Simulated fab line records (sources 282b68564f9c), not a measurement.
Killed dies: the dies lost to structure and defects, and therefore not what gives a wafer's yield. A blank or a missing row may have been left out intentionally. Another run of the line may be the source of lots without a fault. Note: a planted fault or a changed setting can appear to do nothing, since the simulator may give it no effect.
Which tool did it?    flow rit_cmos    Sampling: 14 lots, 42 wafers, 6 of 202 route steps

## WHAT EACH GAUGE READ, for each wafer
RIT_GATE_CD_MEAS_16 targets a cd of 150 nm.
lot   measured     on         cd_nm (nm)
L918  day 3 01:27  cd_sem-02  148.7 146.3 147.8
L919  day 3 03:05  cd_sem-02  145.7 145.9 146.4
L920  day 3 10:34  cd_sem-02  149.1 150.3 149.8
L923  day 3 23:00  cd_sem-02  150.9 150.4 151.7
L922  day 3 23:29  cd_sem-02  152.0 147.9 149.3
L924  day 4 12:18  cd_sem-01  149.1 148.2 148.1
L925  day 4 14:51  cd_sem-01  150.8 152.0 151.5
L926  day 4 20:30  cd_sem-01  148.0 150.2 148.1
L927  day 5 00:58  cd_sem-02  150.6 147.6 149.6
L930  day 5 14:13  cd_sem-01  153.2 155.2 154.3
L931  day 6 00:28  cd_sem-01  148.0 147.1 145.1
L932  day 6 02:53  cd_sem-01  147.7 150.3 149.3
L933  day 6 03:08  cd_sem-02  146.6 148.7 147.1
L939  day 7 18:57  cd_sem-01  150.8 153.3 149.1

RIT_NSD_TW_MEAS_10.
lot   measured     on             NSD_TW
L918  day 3 15:45  film_metro-02  3168 3177 3172
L919  day 3 15:08  film_metro-03  3167 3168 3176
L920  day 4 03:07  film_metro-02  3143 3112 3120
L923  day 4 12:31  film_metro-01  3120 3121 3114
L922  day 4 12:16  film_metro-02  3128 3126 3120
L924  day 5 03:56  film_metro-03  3135 3151 3150
L925  day 5 06:56  film_metro-01  3089 3101 3107
L926  day 5 09:41  film_metro-03  3158 3124 3142
L927  day 5 12:32  film_metro-03  3153 3129 3139
L930  day 6 08:32  film_metro-01  2474 2483 2479
L931  day 6 14:58  film_metro-03  2520 2516 2505
L932  day 6 20:49  film_metro-01  3102 3108 3100
L933  day 6 21:03  film_metro-03  3116 3135 3118
L939  day 8 07:24  film_metro-01  3104 3115 3100

RIT_SDANNEAL_RS_MEAS_05: a four-point-probe measurement.
lot   measured     on             NSD_RS (ohm/sq)
L918  day 3 17:55  film_metro-01  84.48 84.66 84.53
L919  day 3 17:11  film_metro-02  84.49 84.43 84.55
L920  day 4 05:11  film_metro-01  84.80 85.35 84.75
L923  day 4 14:35  film_metro-02  84.64 84.46 84.72
L922  day 4 14:20  film_metro-03  84.33 84.42 84.29
L924  day 5 06:08  film_metro-02  84.64 84.74 84.99
L925  day 5 08:57  film_metro-02  84.49 84.88 84.62
L926  day 5 11:56  film_metro-03  84.78 84.74 84.82
L927  day 5 14:43  film_metro-03  84.94 84.71 84.95
L930  day 6 10:34  film_metro-01  176.89 177.25 177.08
L931  day 6 17:02  film_metro-03  175.70 175.35 175.46
L932  day 6 23:04  film_metro-03  84.93 84.67 84.74
L933  day 6 23:16  film_metro-02  84.80 84.67 84.97
L939  day 8 09:34  film_metro-01  84.73 84.76 84.87

RIT_M1_BOW_MEAS_16.
lot   measured     on             M1_BOW (um)
L918  day 4 01:56  film_metro-03  15 16 21
L919  day 4 00:28  film_metro-02  19 13 19
L920  day 4 12:13  film_metro-03  14 3 14
L923  day 4 23:02  film_metro-01  26 14 14
L922  day 4 21:29  film_metro-01  23 13 23
L924  day 5 13:22  film_metro-01  16 22 24
L925  day 5 16:23  film_metro-03  17 17 26
L926  day 5 19:04  film_metro-02  17 22 20
L927  day 5 22:08  film_metro-01  19 14 17
L930  day 6 17:48  film_metro-02  23 28 15
L931  day 7 00:31  film_metro-03  20 26 9
L932  day 7 06:13  film_metro-01  27 13 15
L933  day 7 07:42  film_metro-03  16 20 16
L939  day 8 16:55  film_metro-03  7 11 15

## TOOL THAT RAN EACH LOT (tool first, then ch and the chambers of the sampled wafers, then the start)
lot   RIT_NSD_IMPLANT_08              RIT_M1_SPUTTER_00
L918  implanter-01 ch 0, day 3 15:25  pvd_sputter-03, day 3 21:08
L919  implanter-04 ch 0, day 3 14:50  pvd_sputter-01, day 3 20:25
L920  implanter-04 ch 0, day 4 02:48  pvd_sputter-01, day 4 08:19
L923  implanter-04 ch 0, day 4 12:13  pvd_sputter-03, day 4 17:50
L922  implanter-02 ch 0, day 4 11:56  pvd_sputter-01, day 4 17:31
L924  implanter-02 ch 0, day 5 03:36  pvd_sputter-02, day 5 09:19
L925  implanter-01 ch 0, day 5 06:36  pvd_sputter-01, day 5 12:13
L926  implanter-01 ch 0, day 5 09:21  pvd_sputter-02, day 5 15:09
L927  implanter-01 ch 0, day 5 12:14  pvd_sputter-01, day 5 18:05
L930  implanter-01 ch 0, day 6 08:13  pvd_sputter-01, day 6 13:46
L931  implanter-01 ch 0, day 6 14:41  pvd_sputter-03, day 6 20:07
L932  implanter-04 ch 0, day 6 20:31  pvd_sputter-01, day 7 02:18
L933  implanter-02 ch 0, day 6 20:44  pvd_sputter-03, day 7 02:24
L939  implanter-02 ch 0, day 8 07:05  pvd_sputter-01, day 8 12:51
- RIT_NSD_IMPLANT_08
- RIT_M1_SPUTTER_00: material Al, target thk 400 nm, time 477.1 s.

## AS READ BY THE TOOLS THEMSELVES (means over the sampled wafers that have a number; for cases with no such wafer, the mark the record gives instead)
RIT_NSD_IMPLANT_08.
lot   tool          beam_energy_keV  dose_ions_cm2  end_station_pressure_torr (Torr)  faraday_current_uA
L918  implanter-01  25.003           1e+15          7.3e-06                           3151
L919  implanter-04  25.004           1e+15          7.7e-06                           3137
L920  implanter-04  25.006           1e+15          7.6e-06                           3108
L923  implanter-04  24.992           1e+15          7.7e-06                           3191
L922  implanter-02  25.006           1e+15          7.8e-06                           3141
L924  implanter-02  24.998           1e+15          7.3e-06                           3054
L925  implanter-01  24.991           1e+15          7.4e-06                           3107
L926  implanter-01  25.004           1e+15          8.3e-06                           3109
L927  implanter-01  24.996           1e+15          7.4e-06                           3093
L930  implanter-01  25.010           4e+14          6.2e-06                           1288
L931  implanter-01  24.992           4e+14          6.0e-06                           1285
L932  implanter-04  25.006           1e+15          7.7e-06                           3121
L933  implanter-02  25.002           1e+15          7.5e-06                           3147
L939  implanter-02  25.004           1e+15          7.1e-06                           3194

RIT_M1_SPUTTER_00.
lot   tool            cathode_dc_power_W (W)  throttle_valve_pct (%)
L918  pvd_sputter-03  2000.0                  29.7
L919  pvd_sputter-01  1999.9                  30.4
L920  pvd_sputter-01  1999.9                  31.1
L923  pvd_sputter-03  2000.4                  29.9
L922  pvd_sputter-01  2000.1                  30.3
L924  pvd_sputter-02  2000.2                  30.2
L925  pvd_sputter-01  1999.8                  29.9
L926  pvd_sputter-02  1999.9                  30.5
L927  pvd_sputter-01  1999.8                  32.0
L930  pvd_sputter-01  1999.8                  31.1
L931  pvd_sputter-03  1999.7                  29.4
L932  pvd_sputter-01  2000.2                  31.1
L933  pvd_sputter-03  1999.9                  30.0
L939  pvd_sputter-01  1999.9                  30.0

## THE ANSWER, worked out from the rows above alone
Rule: the usual values come from the lots themselves. Put in order of their means at a reading, lots are off if they are a third of the lots or fewer, leave a main group of 4 or more, and stand apart from it by a gap of 3 or more times the standard deviation of the main group's means; of several such gaps the widest counts. A main group is skipped when, at the precision printed for the reading in the tables above, its means are all equal. A lot without any number at a reading at which 4 lots or more have one is off too. Any other lot the step has rows for is counted as sound. Order of review: gauges by route order, followed by the tools' own readings, for which a lot's mean as printed above is used. The first step at which some lot is off is used, and at that step the reading that is off furthest; a lot without a number counts as furthest.
Off: at RIT_NSD_TW_MEAS_10 (NSD_TW), L930, L931. For the main group the mean is 3131 and the standard deviation 23.
A tool fits if, at a process step before that reading, it ran every lot that is off, and no sound lot after the first of them. Not tried: the gauges at RIT_NSD_TW_MEAS_10; whatever is off there is also off at RIT_NSD_IMPLANT_08, on other tools, and gauge error can't account for it. One fits: RIT_NSD_IMPLANT_08 on implanter-01. A fault onset in the window from L927 (day 5 12:14, its last sound lot) to L930 (day 6 08:13, its first lot off) fits.
The tool's own readings at RIT_NSD_IMPLANT_08 bear it out: on the lots that are off they differ by more than 5 times the standard deviation of the sound lots' means. dose_ions_cm2 reads 4e+14 there against 1e+15 on the sound lots; faraday_current_uA reads 1286 there against 3129 on the sound lots.

## WHAT THE SIMULATOR HAD PUT IN
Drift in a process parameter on implanter-01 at RIT_NSD_IMPLANT_08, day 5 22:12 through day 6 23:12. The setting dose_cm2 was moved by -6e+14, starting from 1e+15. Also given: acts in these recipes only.
Struck lots among those shown: L930, L931. The rule above reached the same finding.
